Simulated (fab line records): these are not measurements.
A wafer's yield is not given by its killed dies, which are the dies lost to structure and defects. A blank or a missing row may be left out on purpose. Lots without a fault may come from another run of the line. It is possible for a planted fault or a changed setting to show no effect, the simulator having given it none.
Which tool was responsible? :: flow rit_cmos :: 14 lots with 42 wafers sampled at 2 steps, on a route of 202 steps

WHAT EACH GAUGE READ, for each wafer
The record holds no reading of a measuring or inspecting step that can be judged against a usual standard deviation.

TOOL THAT RAN EACH LOT (tool first, then ch and the chambers of the sampled wafers, then the start)
lot: L392
RIT_GATE_DEVELOP_15: litho_track-04 ch 0, day 2 22:00
RIT_M1_PROBE_99: -

lot: L393
RIT_GATE_DEVELOP_15: litho_track-02 ch 0, day 2 23:00
RIT_M1_PROBE_99: -

lot: L394
RIT_GATE_DEVELOP_15: litho_track-04 ch 0, day 3 09:00
RIT_M1_PROBE_99: -

lot: L395
RIT_GATE_DEVELOP_15: litho_track-02 ch 0, day 3 13:00
RIT_M1_PROBE_99: prober-01, day 4 12:37

lot: L397
RIT_GATE_DEVELOP_15: litho_track-01 ch 0, day 3 21:00
RIT_M1_PROBE_99: -

lot: L399
RIT_GATE_DEVELOP_15: litho_track-01 ch 0, day 4 05:00
RIT_M1_PROBE_99: -

lot: L401
RIT_GATE_DEVELOP_15: litho_track-02 ch 0, day 4 18:00
RIT_M1_PROBE_99: -

lot: L403
RIT_GATE_DEVELOP_15: litho_track-02 ch 0, day 5 04:00
RIT_M1_PROBE_99: prober-02, day 6 02:09

lot: L404
RIT_GATE_DEVELOP_15: litho_track-04 ch 0, day 5 09:00
RIT_M1_PROBE_99: -

lot: L406
RIT_GATE_DEVELOP_15: litho_track-02 ch 0, day 5 21:00
RIT_M1_PROBE_99: prober-02, day 6 19:38

lot: L407
RIT_GATE_DEVELOP_15: litho_track-01 ch 0, day 5 21:00
RIT_M1_PROBE_99: -

lot: L409
RIT_GATE_DEVELOP_15: litho_track-01 ch 0, day 6 09:00
RIT_M1_PROBE_99: -

lot: L413
RIT_GATE_DEVELOP_15: litho_track-04 ch 0, day 6 23:00
RIT_M1_PROBE_99: prober-02, day 7 21:37

lot: L415
RIT_GATE_DEVELOP_15: litho_track-01 ch 0, day 7 13:00
RIT_M1_PROBE_99: -
- RIT_GATE_DEVELOP_15: develop time 50 s.
- RIT_M1_PROBE_99

AS READ BY THE TOOLS THEMSELVES (means over the sampled wafers that have a number; for cases with no such wafer, the mark the record gives instead)
RIT_M1_PROBE_99. Usual: killed_at_M0_to_M3 0.0, standard deviation 0.12; killed_at_front_end 6.5, standard deviation 2.8; killed_dies 6.5, standard deviation 2.8; killed_on_rim 1.7, standard deviation 1.3; killed_open 3.2, standard deviation 1.8; killed_short 3.3, standard deviation 2.
lot: L395
tool: prober-01
killed_at_M0_to_M3: 0.0
killed_at_front_end: 6.0
killed_dies: 6.0
killed_on_rim: 1.0
killed_open: 3.7
killed_short: 2.3
flag: 

lot: L403
tool: prober-02
killed_at_M0_to_M3: 0.0
killed_at_front_end: 164.0
killed_dies: 164.0
killed_on_rim: 65.3
killed_open: 4.7
killed_short: 3.7
flag: OFF

lot: L406
tool: prober-02
killed_at_M0_to_M3: 0.0
killed_at_front_end: 90.7
killed_dies: 90.7
killed_on_rim: 47.3
killed_open: 4.3
killed_short: 3.3
flag: OFF

lot: L413
tool: prober-02
killed_at_M0_to_M3: 0.3
killed_at_front_end: 5.7
killed_dies: 6.0
killed_on_rim: 1.3
killed_open: 2.7
killed_short: 3.3
flag: 

THE ANSWER, worked out from the rows above alone
Rule: a lot counts as off when the mean over its wafers that have a number is more than 3 standard deviations away from the usual mean. Also off: a lot with no number at a reading for which 4 or more lots have one. Any other lot the step has rows for is counted as sound. After the gauges, taken in route order, come the tools' own readings; for these a lot's mean is taken, as printed above. The first step at which some lot is off is used, and at that step the reading that is off furthest; a lot without a number counts as furthest.
Off at RIT_M1_PROBE_99 (killed_at_front_end): L403, L406. Neither off nor sound, because the step has no rows for them: L392, L393, L394, L397, L399, L401, L404, L407, L409, L415.
If a tool, at that step or one of the process steps before it, ran each lot that is off and ran no sound lot following the first of them, it fits. One fits: RIT_GATE_DEVELOP_15 on litho_track-02. Its last sound lot is L395 (day 3 13:00), its first lot that is off L403 (day 5 04:00): a fault that began between those two fits.

WHAT THE SIMULATOR PUT IN
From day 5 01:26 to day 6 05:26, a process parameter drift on litho_track-02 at RIT_GATE_DEVELOP_15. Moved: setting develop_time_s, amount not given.
Lots struck among those shown: L403, L406. The same result came from the rule above.
